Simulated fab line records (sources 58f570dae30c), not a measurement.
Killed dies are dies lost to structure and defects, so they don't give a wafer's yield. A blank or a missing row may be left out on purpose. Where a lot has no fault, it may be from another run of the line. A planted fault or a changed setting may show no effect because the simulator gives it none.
One fault seen from 2 desks :: flow berkeley-cmos170 :: each desk holds nothing but its own numbers, with what lay behind them at the end

== FOR THE TOOL OWNER'S DESK: cmp-01 ==
The tool's own readings at UCB170_V2_CMP_02 (polishes SiO2): means of the sampled wafers that have a number, for each lot that ran on this tool. A lot is out of limits, marked OUT, if its mean lies more than 4 standard deviations from the usual mean; the brackets give that distance.
Columns: A = edge-zone-pressure-frac at UCB170_V2_CMP_02, usual 0.999; B = head-pressure-psi at UCB170_V2_CMP_02, usual 6.000 psi; C = motor-current-A at UCB170_V2_CMP_02, usual 15.4 A
lot: L619
first seen here: day 9 22:12
A: 1.000
B: 6.000
C: 14.8

lot: L622
first seen here: day 10 20:43
A: 0.999
B: 6.000
C: 15.6

lot: L636
first seen here: day 13 12:14
A: 0.997
B: 5.997
C: 17.0

lot: L637
first seen here: day 14 05:46
A: 0.999
B: 6.000
C: 14.8
This desk found nothing out of limits on any of the 4 lots.

== AT THE METROLOGY DESK ==
What the gauges read, lot by lot, whatever tool the lot ran on: means of the sampled wafers that have a number. A lot is out of limits, marked OUT, if its mean lies more than 4 standard deviations from the usual mean; the brackets give that distance.
Columns: A = V2_BOW at UCB170_V2_BOW_MEAS_03, usual 36 um
lot: L616
first seen here: day 9 20:05
A: 25

lot: L619
first seen here: day 9 22:31
A: 40

lot: L618
first seen here: day 9 22:37
A: 34

lot: L621
first seen here: day 10 07:15
A: 40

lot: L623
first seen here: day 10 19:50
A: 40

lot: L622
first seen here: day 10 21:01
A: 31

lot: L624
first seen here: day 11 06:40
A: 33

lot: L625
first seen here: day 11 09:33
A: 32

lot: L629
first seen here: day 11 11:28
A: 54

lot: L627
first seen here: day 11 13:07
A: 51

lot: L630
first seen here: day 12 13:14
A: 47

lot: L636
first seen here: day 13 12:36
A: 29

lot: L635
first seen here: day 13 14:34
A: 27

lot: L637
first seen here: day 14 05:59
A: 33
This desk found nothing out of limits on any of the 14 lots.

== TAKEN TOGETHER ==
The tool owner's desk saw nothing out of limits.
Metrology desk: nothing out of limits seen.

== WHAT THE SIMULATOR HAD INSERTED ==
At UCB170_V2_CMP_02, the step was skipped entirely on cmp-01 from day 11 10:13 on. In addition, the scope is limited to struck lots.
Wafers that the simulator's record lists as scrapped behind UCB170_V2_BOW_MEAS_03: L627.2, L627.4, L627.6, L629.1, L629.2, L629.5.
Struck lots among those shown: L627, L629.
